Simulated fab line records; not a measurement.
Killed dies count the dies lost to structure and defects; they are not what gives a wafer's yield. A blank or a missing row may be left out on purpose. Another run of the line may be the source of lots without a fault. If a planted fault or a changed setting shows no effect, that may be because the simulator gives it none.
Which tool is to blame? | flow rit_cmos | 7 lots, 21 wafers sampled, at 2 steps of a route of 202

== WHAT THE GAUGES READ, wafer by wafer ==
RIT_SILICIDE_RS_MEAS_02: the measuring method here is four-point-probe.
lot  | measured    | on            | SILICIDE_TI_RS (ohm/sq)
L389 | day 3 16:59 | film_metro-02 | 48.6 48.8 48.2
L392 | day 4 09:53 | film_metro-02 | 48.3 48.9 48.3
L401 | day 6 00:36 | film_metro-02 | 48.3 47.6 48.2
L404 | day 6 15:34 | film_metro-04 | 46.9 47.9 48.2
L407 | day 7 05:44 | film_metro-03 | 48.7 48.5 48.2
L408 | day 8 04:47 | film_metro-03 | 47.7 47.8 47.7
L411 | day 8 12:28 | film_metro-02 | 47.7 47.6 46.7

== WHICH TOOL RAN EACH LOT (tool, then ch and the chambers of the sampled wafers, then the start) ==
lot  | RIT_SILICIDE_SPUTTER_01
L389 | pvd_sputter-03, day 3 16:50
L392 | pvd_sputter-04, day 4 09:44
L401 | pvd_sputter-03, day 6 00:27
L404 | pvd_sputter-04, day 6 15:22
L407 | pvd_sputter-02, day 7 05:35
L408 | pvd_sputter-02, day 8 04:37
L411 | pvd_sputter-02, day 8 12:18
- RIT_SILICIDE_SPUTTER_01: material Ti, target thk 30 nm, time 240 s.

== THE ANSWER, worked out from the rows above alone ==
Rule: usual is defined by the lots themselves. The widest of any qualifying gaps counts: lots, ordered by their means at a reading, are off when they make up no more than a third of the lots, leave a main group of 4 or more, and stand apart from it by 3 or more times the standard deviation of that group's means. A main group is skipped when, at the precision printed for the reading in the tables above, its means are all equal. Also off: a lot with no number at a reading for which 4 or more lots have one. The other lots that the step has rows for count as sound.
No lot is off at any reading shown: from this, nothing can be told.

== WHAT THE SIMULATOR HAD INSERTED ==
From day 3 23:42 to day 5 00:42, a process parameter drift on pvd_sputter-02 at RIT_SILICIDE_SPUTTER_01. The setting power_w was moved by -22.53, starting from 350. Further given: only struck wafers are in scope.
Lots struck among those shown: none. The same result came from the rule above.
